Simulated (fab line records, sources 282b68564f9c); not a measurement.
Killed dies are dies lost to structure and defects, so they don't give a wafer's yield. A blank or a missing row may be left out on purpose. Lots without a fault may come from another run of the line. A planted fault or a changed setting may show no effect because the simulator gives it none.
fab line records | flow rit_cmos
record lots=7 wafers=21 last_day=7
route steps=202 shown PRETRO@69 GATE@75 FOX2@80 M1@202
lots that met no fault: from a run of the same line without faults
start_h: hours from the record's first day to the start of the lot's first wafer shown | wait_h: hours since the lot's step before | " the same as in the row above | L1.1+2: a row that stands for several wafers | - no value, or no start given | * or withheld: withheld | < > ~ a bound
route shown NAME@n: a module of which the file shows steps, and the number in the route of the first | usual: mean/standard deviation of fault-free wafers | same: alike in all rows | chamber/n: place in a boat | sites: the reading at each site | _std_site: their standard deviation | _edge_site: outer sites' mean less inner sites' | radius_mm: how far each site lies from the wafer's centre | mask NAME#n: copy n | behind: the tool/chamber that last shaped the wafer | hold: why the lot was held/for how many hours/how that ended | device: the transistor (n, p or np) that didn't switch | end of line: the same wafers' tests at the end of the route | a step without rows: its recipe alone | killed: dies lost to structure and defects at the first sort, not the wafer's yield | map: a wafer's dies, x killed, . not, _ none there
set.NAME: the setting as run; set.NAME@STEP: as run at that earlier step | model.NAME: the simulator's own value behind a step, which no gauge read
lots at some steps of the route; a table a step, a row a wafer
services: from which hour (start_h, from the record's first day; less than 0 if before it) a tool's chamber was out of use, for how many hours, and why
## steps
# step RIT_PRETRO_DEVELOP_05
# recipe resist=NOVOLAK develop_time_s=68 dev_temp_c=23
# step RIT_PRETRO_OVL_MEAS_06
# usual PRETRO_OVL=0.2/1.2
# columns lot.wafer tool chamber start_h wait_h PRETRO_OVL[nm]
L914.1 overlay-01 - 42.03 - 1.0
L914.2 " - " " 1.1
L914.4 " - " " 1.7
L915.1 overlay-02 - 46.71 - -1.6
L915.2 " - " " 0.8
L915.5 " - " " 0.3
L918.1 overlay-01 - 61.39 - 1.0
L918.2 " - " " 0.9
L918.3 " - " " -0.5
L919.2 overlay-02 - 66.90 - -1.8
L919.4 " - " " -0.9
L919.5 " - " " 0.4
L925.1 overlay-01 - 102.84 - 2.2
L925.3 " - " " 2.4
L925.6 " - " " -0.2
L933.2 overlay-01 - 135.26 - 1.7
L933.4 " - " " 1.4
L933.6 " - " " 2.0
L934.1 overlay-02 - 141.95 - 0.7
L934.3 " - " " -0.9
L934.5 " - " " 0.4
# step RIT_PRETRO_HARDBAKE_07
# recipe resist=NOVOLAK temp_c=140 time_s=120
# step RIT_PRETRO_IMPLANT_08
# recipe species=B energy_kev=45 dose_cm2=1.2e+13 tilt_deg=7
# step RIT_PRETRO_STRIP_09
# recipe chemistry=O2 time_s=180 resist=NOVOLAK platen_temp_c=withheld power_w=500 pressure_mtorr=4000 o2_flow_sccm=4000
# usual drypump_motor_current_A=5.44/0.26
# columns lot.wafer tool chamber start_h wait_h drypump_motor_current_A rf_hours_counter_h
L914.1 plasma_asher-04 0 42.46 0.1 5.95 40
L914.2 " 1 " " 5.20 40
L914.4 " 0 " " 5.94 -
L915.1 plasma_asher-02 1 47.15 0.1 5.40 26
L915.2 " 0 " " 5.36 26
L915.5 " 0 " " 5.37 -
L918.1 plasma_asher-04 1 61.82 0.1 5.17 41
L918.2 " 0 " " 5.93 41
L918.3 " 1 " " 5.20 -
L919.2 plasma_asher-02 1 67.33 0.1 5.41 28
L919.4 " 1 " " 5.42 -
L919.5 " 0 " " 5.38 -
L925.1 plasma_asher-02 0 103.28 0.1 5.35 32
L925.3 " 0 " " 5.36 -
L925.6 " 0 " " 5.36 -
L933.2 plasma_asher-04 0 135.69 0.1 5.96 49
L933.4 " 0 " " 5.90 -
L933.6 " 0 " " 5.91 -
L934.1 plasma_asher-04 0 142.39 0.1 5.94 50
L934.3 " 1 " " 5.19 -
L934.5 " 1 " " 5.23 -
# step RIT_PRETRO_TW_MEAS_10
# usual PRETRO_TW=474/3.6
# columns lot.wafer tool chamber start_h wait_h PRETRO_TW
L914.1 film_metro-02 - 42.64 0.1 470
L914.2 " - " " 471
L914.4 " - " " 470
L915.1 film_metro-03 - 47.32 0.1 475
L915.2 " - " " 474
L915.5 " - " " 475
L918.1 film_metro-02 - 62.00 0.1 471
L918.2 " - " " 470
L918.3 " - " " 470
L919.2 film_metro-02 - 67.52 0.1 466
L919.4 " - " " 470
L919.5 " - " " 470
L925.1 film_metro-03 - 103.45 0.1 475
L925.3 " - " " 476
L925.6 " - " " 475
L933.2 film_metro-04 - 135.88 0.1 476
L933.4 " - " " 477
L933.6 " - " " 478
L934.1 film_metro-03 - 142.57 0.1 474
L934.3 " - " " 475
L934.5 " - " " 478
# step RIT_GATE_WET_ETCH_00
# recipe chemistry=BOE target=SiO2 target_depth_nm=56 time_s=60 dry=n2_spin dilution=10:1 temp_c=21.5
# step RIT_GATE_CLEAN_01
# recipe chemistry=SC1 mix=3:3:50 time_s=600 temp_c=75
# step RIT_GATE_CLEAN_02
# recipe chemistry=dHF dilution=50:1 time_s=30
# step RIT_GATE_CLEAN_03
# recipe chemistry=SC2 mix=3:3:50 time_s=600 temp_c=75 dry=n2_spin
# step RIT_GATE_CLEAN_04
# recipe chemistry=dHF dilution=50:1 time_s=60 dry=n2_spin
# step RIT_FOX2_THK_MEAS_91
# recipe reads=SiO2_of_FOX2_OXIDATION_00
# usual FIELD_OXIDE_LEFT_2_THK=252/5.4
# columns lot.wafer tool chamber start_h wait_h FIELD_OXIDE_LEFT_2_THK[nm]
L914.1 film_metro-02 - 43.16 0.0 251
L914.2 " - " " 252
L914.4 " - " " 253
L915.1 film_metro-02 - 47.86 0.0 249
L915.2 " - " " 251
L915.5 " - " " 257
L918.1 film_metro-01 - 62.48 0.0 248
L918.2 " - " " 249
L918.3 " - " " 251
L919.2 film_metro-03 - 68.01 0.0 250
L919.4 " - " " 252
L919.5 " - " " 250
L925.1 film_metro-02 - 103.93 0.0 254
L925.3 " - " " 260
L925.6 " - " " 250
L933.2 film_metro-03 - 136.35 0.0 254
L933.4 " - " " 259
L933.6 " - " " 255
L934.1 film_metro-01 - 143.04 0.0 245
L934.3 " - " " 248
L934.5 " - " " 255
# step RIT_GATE_OXIDATION_05
# recipe temp_c=900 ambient=O2 target_thk_a=30 ox_time_s=270
# usual spike_tc_centre_C=902.6/1.1 spike_tc_load_C=926.2/1.6 spike_tc_source_C=928.7/1.9 tube_center_temp_C=900.01/0.082 tube_center_temp_C_max=902.3/0.36 zone_power_centre_pct=40/4.5
# columns lot.wafer tool chamber start_h wait_h spike_tc_centre_C spike_tc_load_C spike_tc_source_C tube_center_temp_C tube_center_temp_C_max zone_power_centre_pct model.SiO2_of_GATE_OXIDATION_05.thk_nm
L914.1 furnace-02 0 43.59 0.4 903.3 925.2 928.2 899.96 901.6 37 3.045
L914.2 " 0 " " 903.2 926.8 929.2 900.21 902.2 37 3.063
L914.4 " 0 " " 902.2 926.5 927.7 900.1 901.8 36 3
L915.1 furnace-02 0 48.55 0.7 888.3 910.8 913.5 885.79 888.0 36 2.358
L915.2 " 0 " " 887.4 910.5 915.9 886.12 888.1 36 2.445
L915.5 " 0 " " 888.7 911.1 913.8 885.92 888.3 36 2.394
L918.1 furnace-02 0 63.27 0.8 889.5 912.1 916.0 885.96 887.9 36 2.468
L918.2 " 0 " " 888.1 911.4 917.0 886.13 888.1 37 2.567
L918.3 " 0 " " 889.0 911.4 913.4 886.16 888.5 36 2.468
L919.2 furnace-02 0 68.06 0.0 887.5 911.2 914.1 886.07 889.1 36 2.495
L919.4 " 0 " " 887.8 910.3 915.3 885.96 888.5 36 2.514
L919.5 " 0 " " 888.5 911.4 914.7 886.05 888.3 36 2.475
L925.1 furnace-04 0 103.99 0.1 901.8 928.4 923.6 900.04 903.0 50 3.041
L925.3 " 0 " " 900.8 929.4 924.0 899.97 901.8 50 3.047
L925.6 " 0 " " 902.2 928.4 924.9 900.04 902.5 49 2.976
L933.2 furnace-02 0 136.98 0.6 901.0 924.6 928.5 900.02 902.1 37 2.937
L933.4 " 0 " " 901.1 924.2 929.3 900.01 902.4 37 2.908
L933.6 " 0 " " 903.1 924.6 929.1 899.89 902.2 37 2.982
L934.1 furnace-01 0 144.63 1.6 901.4 927.9 929.5 900.06 901.9 40 2.942
L934.3 " 0 " " 902.6 925.2 930.5 900.11 902.4 40 2.939
L934.5 " 0 " " 902.4 926.6 930.8 900.02 902.9 41 2.975
# step RIT_GATE_ANNEAL_06
# recipe temp_c=900 time_s=600 ambient=N2O
# step RIT_GATE_THK_MEAS_07
# recipe reads=SiO2_of_GATE_OXIDATION_05
# usual GATE_OXIDE_THK=2.98/0.054
# columns lot.wafer tool chamber start_h wait_h GATE_OXIDE_THK[nm]
L914.1 film_metro-01 - 44.91 0.0 3.03
L914.2 " - " " 3.01
L914.4 " - " " 3.00
L915.1 film_metro-02 - 49.88 0.0 2.38
L915.2 " - " " 2.40
L915.5 " - " " 2.37
L918.1 film_metro-01 - 64.59 0.0 2.47
L918.2 " - " " 2.53
L918.3 " - " " 2.47
L919.2 film_metro-03 - 69.40 0.0 2.43
L919.4 " - " " 2.49
L919.5 " - " " 2.44
L925.1 film_metro-03 - 105.31 0.0 3.04
L925.3 " - " " 3.07
L925.6 " - " " 3.03
L933.2 film_metro-01 - 138.32 0.0 2.96
L933.4 " - " " 2.90
L933.6 " - " " 2.98
L934.1 film_metro-01 - 145.96 0.0 2.91
L934.3 " - " " 2.94
L934.5 " - " " 2.97
# step RIT_GATE_CVD_08
# recipe material=poly-Si target_thk_nm=250 temp_c=610 precursor=SiH4 time_s=2220 pressure_mtorr=300 sih4_flow_sccm=100
# step RIT_M1_PROBE_99
# usual killed_at_contacts=0.1/0.31 killed_at_front_end=6.8/2.7 killed_dies=6.9/2.7 killed_open=3.3/1.8 killed_short=3.5/1.8
# same gross_dies=264 killed_at_M0_to_M3=0 killed_at_M4_up=0 killed_at_back_side=0 killed_at_other=0
# columns lot.wafer tool chamber start_h wait_h killed_at_contacts killed_at_front_end killed_dies killed_open killed_short model.etest.pmos_0p3.r_on_ohm_um model.etest.pmos_turned.r_on_ohm_um model.etest.pmos_0p15.r_on_ohm_um model.etest.nmos_0p3.r_on_ohm_um model.etest.nmos_0p15.drive_ua_um model.etest.nmos_0p15.r_on_ohm_um model.etest.nmos_narrow.drive_ua_um model.etest.nmos_0p3.drive_ua_um
L914.1 prober-01 - 67.97 0.1 0 6 6 4 2 6339 3488 2774 2138 476.7 1085 222.4 221.3
L914.2 prober-01 - 68.02 0.1 0 6 6 2 4 6396 3428 2738 2163 492.4 1084 220.6 221.6
L914.4 prober-01 - 68.12 0.2 0 4 4 2 2 6305 3461 2780 2101 479.5 1060 228.1 224.6
L915.1 prober-02 - 74.25 0.1 0 5 5 2 3 - - - - - - - -
L915.2 prober-02 - 74.30 0.1 0 6 6 2 4 5512 3249 2590 1933 542.2 1079 288.8 284.7
L915.5 prober-02 - 74.45 0.2 0 4 4 3 1 - - - - - - - -
L918.1 prober-01 - 90.11 0.1 0 5 5 4 1 5440 3249 2581 1956 534.8 1095 284.4 281.1
L918.2 prober-01 - 90.16 0.1 0 5 5 1 4 5598 3248 2602 1975 524.4 1108 277.7 271.2
L918.3 prober-01 - 90.21 0.2 0 7 7 2 5 5489 3247 2594 1970 530.5 1101 283.5 281.3
L919.2 prober-02 - 92.11 0.1 1 5 6 3 3 5547 3238 2616 2000 521 1122 274.9 272.8
L919.4 prober-02 - 92.21 0.2 1 2 3 0 3 5608 3204 2585 1980 515.8 1073 266.8 268.2
L919.5 prober-02 - 92.26 0.2 0 7 7 3 4 5531 3209 2597 1983 523.8 1118 274.8 275.2
L925.1 prober-01 - 131.68 0.1 0 11 11 4 7 6231 3315 2694 2168 449.3 1143 223.7 222.7
L925.3 prober-01 - 131.78 0.2 0 9 9 2 4 6283 3393 2760 2207 443.2 1174 218.7 221.9
L925.6 prober-01 - 131.93 0.2 0 9 9 6 3 6113 3323 2692 2163 463.1 1163 230.5 228.5
L933.2 prober-01 - 161.42 0.1 0 2 2 2 0 6231 3426 2715 2153 473.1 1128 226.6 228.8
L933.4 prober-01 - 161.52 0.2 0 6 6 2 4 6084 3320 2673 2132 484 1133 229.7 234.8
L933.6 prober-01 - 161.62 0.2 0 10 10 6 4 6308 3522 2779 2190 461.7 1150 223.5 223.3
L934.1 prober-02 - 168.65 0.1 0 6 6 1 4 6147 3295 2626 2120 488.1 1076 230.3 228.9
L934.3 prober-02 - 168.75 0.2 0 7 7 5 2 6198 3382 2713 2118 486.1 1097 232.3 228.9
L934.5 prober-02 - 168.85 0.2 0 8 8 4 4 6275 3330 2641 2140 490.3 1058 223.5 222.9
# killed by level:class
L914.1 GATE:geometric_particle:short=2 GATE:geometric_particle:open=2 FOX1:geometric_particle:open=1 SILICIDE:geometric_particle:open=1
L914.2 FOX1:geometric_particle:short=1 GATE:geometric_particle:short=1 REOX:geometric_particle:short=1 SPACER:geometric_particle:short=1 SPACER:geometric_particle:open=1 SILICIDE:geometric_particle:open=1
L914.4 FOX1:geometric_particle:open=1 FOX2:geometric_particle:open=1 GATE:geometric_particle:short=1 SPACER:geometric_particle:short=1
L915.1 FOX1:geometric_particle:open=2 FOX1:geometric_particle:short=1 GATE:geometric_particle:short=1 REOX:geometric_particle:short=1
L915.2 FOX2:geometric_particle:short=2 FOX1:geometric_particle:short=1 GATE:geometric_particle:short=1 GATE:geometric_particle:open=1 SILICIDE:geometric_particle:open=1
L915.5 SPACER:geometric_particle:open=2 GATE:geometric_particle:open=1 REOX:geometric_particle:short=1
L918.1 FOX1:geometric_particle:open=2 GATE:geometric_particle:open=2 GATE:geometric_particle:short=1
L918.2 SILICIDE:geometric_particle:short=2 FOX1:geometric_particle:short=1 GATE:geometric_particle:open=1 SPACER:geometric_particle:short=1
L918.3 FOX1:geometric_particle:short=4 GATE:geometric_particle:short=1 GATE:geometric_particle:open=1 SPACER:geometric_particle:open=1
L919.2 GATE:geometric_particle:short=1 GATE:geometric_particle:open=1 REOX:geometric_particle:short=1 REOX:geometric_particle:open=1 SILICIDE:geometric_particle:open=1 CONTACT:geometric_particle:short=1
L919.4 FOX1:geometric_particle:short=1 REOX:geometric_particle:short=1 CONTACT:geometric_particle:short=1
L919.5 SILICIDE:geometric_particle:short=2 FOX1:geometric_particle:open=1 GATE:geometric_particle:short=1 REOX:geometric_particle:open=1 REOX:geometric_particle:short=1 SPACER:geometric_particle:open=1
L925.1 GATE:geometric_particle:short=3 FOX1:geometric_particle:short=2 FOX2:geometric_particle:open=2 FOX2:geometric_particle:short=2 FOX1:geometric_particle:open=1 GATE:geometric_particle:open=1
L925.3 NWELL:coat_microbubble_printed=3 SILICIDE:geometric_particle:short=2 FOX2:geometric_particle:open=1 GATE:geometric_particle:open=1 GATE:geometric_particle:short=1 SPACER:geometric_particle:short=1
L925.6 GATE:geometric_particle:short=2 GATE:geometric_particle:open=2 FOX1:geometric_particle:open=1 FOX2:geometric_particle:open=1 REOX:geometric_particle:open=1 SPACER:geometric_particle:short=1 SILICIDE:geometric_particle:open=1
L933.2 FOX1:geometric_particle:open=1 REOX:geometric_particle:open=1
L933.4 FOX1:geometric_particle:open=1 FOX1:geometric_particle:short=1 FOX2:geometric_particle:short=1 GATE:geometric_particle:open=1 REOX:geometric_particle:short=1 SILICIDE:geometric_particle:short=1
L933.6 FOX1:geometric_particle:open=2 FOX1:geometric_particle:short=2 SPACER:geometric_particle:open=2 GATE:geometric_particle:open=1 REOX:geometric_particle:short=1 SPACER:geometric_particle:short=1 SILICIDE:geometric_particle:open=1
L934.1 SILICIDE:geometric_particle:short=2 FOX1:geometric_particle:short=1 GATE:geometric_particle:open=1 GATE:geometric_particle:short=1 NWELL:coat_microbubble_printed=1
L934.3 GATE:geometric_particle:open=2 FOX1:geometric_particle:open=1 GATE:geometric_particle:short=1 SPACER:geometric_particle:open=1 SILICIDE:geometric_particle:short=1 SILICIDE:geometric_particle:open=1
L934.5 FOX2:geometric_particle:open=2 GATE:geometric_particle:short=2 FOX1:geometric_particle:short=1 GATE:geometric_particle:open=1 REOX:geometric_particle:short=1 SPACER:geometric_particle:open=1
## services
# columns tool chamber start_h hours kind
furnace-04 - 24.90 6.0 pm
plasma_asher-02 - 26.34 0.9 repair
furnace-01 - 41.66 4.0 pm
furnace-02 - 74.13 13.5 pm
furnace-04 - 86.76 3.2 pm
furnace-02 - 98.00 2.6 pm
plasma_asher-04 - 116.28 1.5 repair
furnace-01 - 129.02 3.8 pm
## key
first_sign step=RIT_GATE_OXIDATION_05 reading=tube_center_temp_C direction=down sigmas=99+ usual=* struck=*
effect step=RIT_GATE_OXIDATION_05 reading=tube_center_temp_C_max direction=down sigmas=39 usual=* struck=*
effect step=RIT_GATE_THK_MEAS_07 reading=GATE_OXIDE_THK direction=down sigmas=9.9 usual=2.98 struck=2.44
model_effect step=RIT_GATE_OXIDATION_05 value=SiO2_of_GATE_OXIDATION_05.thk_nm without=2.95 struck=2.465
model_effect step=RIT_M1_PROBE_99 value=etest.pmos_0p3.r_on_ohm_um without=6350 struck=5532
met_at RIT_GATE_OXIDATION_05
struck_wafers L915.1,L915.2,L915.5,L918.1,L918.2,L918.3,L919.2,L919.4,L919.5
tester_left_out L915,L918,L919
onset_between 43.59 48.55
fault kind=process_parameter_drift tool=furnace-02 chamber=- onset_h=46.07 steps=RIT_GATE_OXIDATION_05 channel=temp_c offset=* shape=step end_h=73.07 acts_in=* stated=*
# tester_left_out: of these lots the tester's yield and bins aren't shown, on N5 and GAA mostly nor the transistor test; their killed dies are dies lost to structure and defects alone, not to doping, threshold or leakage, so they don't give the yield
